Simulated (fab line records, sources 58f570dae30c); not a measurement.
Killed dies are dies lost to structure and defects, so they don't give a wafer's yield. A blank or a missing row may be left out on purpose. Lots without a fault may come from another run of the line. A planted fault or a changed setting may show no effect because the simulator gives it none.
Which tool did it? | flow berkeley_cmos170 | 7 lots, 21 wafers sampled, at 3 steps of a route of 331

WHAT THE GAUGES READ, wafer by wafer
UCB170_V2_THK_MEAS_04.
lot  | measured     | on            | V2_POLISHED_THK (nm)
L868 | day 8 09:29  | film_metro-01 | 1001.3 1000.5 1001.2
L874 | day 10 02:00 | film_metro-01 | 999.6 999.6 999.8
L877 | day 10 06:19 | film_metro-01 | 1075.7 1075.0 1075.1
L881 | day 11 16:19 | film_metro-04 | 1000.6 999.8 999.8
L883 | day 12 16:28 | film_metro-02 | 1000.5 1001.2 1001.1
L889 | day 13 19:05 | film_metro-02 | 999.9 1000.9 1001.9
L888 | day 13 23:48 | film_metro-04 | 999.5 999.3 1001.4

WHICH TOOL RAN EACH LOT (tool, then ch and the chambers of the sampled wafers, then the start)
lot  | UCB170_M1_SPUTTER_00         | UCB170_V2_CMP_02
L868 | pvd_sputter-03, day 7 22:05  | cmp-02 ch 0,1,2, day 8 09:09
L874 | pvd_sputter-04, day 9 15:34  | cmp-01 ch 0,3, day 10 01:34
L877 | pvd_sputter-04, day 9 20:53  | cmp-02 ch 1,2,3, day 10 05:58
L881 | pvd_sputter-01, day 11 07:20 | cmp-01 ch 2,3, day 11 15:55
L883 | pvd_sputter-01, day 12 03:59 | cmp-01 ch 0,1, day 12 16:02
L889 | pvd_sputter-01, day 13 09:49 | cmp-01 ch 0,1,3, day 13 18:43
L888 | pvd_sputter-03, day 13 13:55 | cmp-01 ch 0,1,2, day 13 23:28
- UCB170_M1_SPUTTER_00: material Al, target thk 600 nm, time 80 s.
- UCB170_V2_CMP_02: polishes SiO2.

THE ANSWER, worked out from the rows above alone
Rule: what is usual is taken from the lots themselves. Put in order of their means at a reading, lots are off if they are a third of the lots or fewer, leave a main group of 4 or more, and stand apart from it by a gap of 3 or more times the standard deviation of the main group's means; of several such gaps the widest counts. A main group whose means are all the same, to the digits that the tables above print for the reading, isn't used. A lot without any number at a reading at which 4 lots or more have one is off too. The other lots that the step has rows for count as sound.
Off: L877, at UCB170_V2_THK_MEAS_04 (V2_POLISHED_THK). The main group: mean 1000.4 nm, standard deviation 0.52.
A tool fits if, at a process step before that reading, it ran every lot that is off, and no sound lot after the first of them. The gauges at UCB170_V2_THK_MEAS_04 are tried like those tools. Can't be told from this: 3 tools fit, pvd_sputter-04 at UCB170_M1_SPUTTER_00, cmp-02 at UCB170_V2_CMP_02, film_metro-01 at UCB170_V2_THK_MEAS_04.

WHAT THE SIMULATOR HAD PUT IN
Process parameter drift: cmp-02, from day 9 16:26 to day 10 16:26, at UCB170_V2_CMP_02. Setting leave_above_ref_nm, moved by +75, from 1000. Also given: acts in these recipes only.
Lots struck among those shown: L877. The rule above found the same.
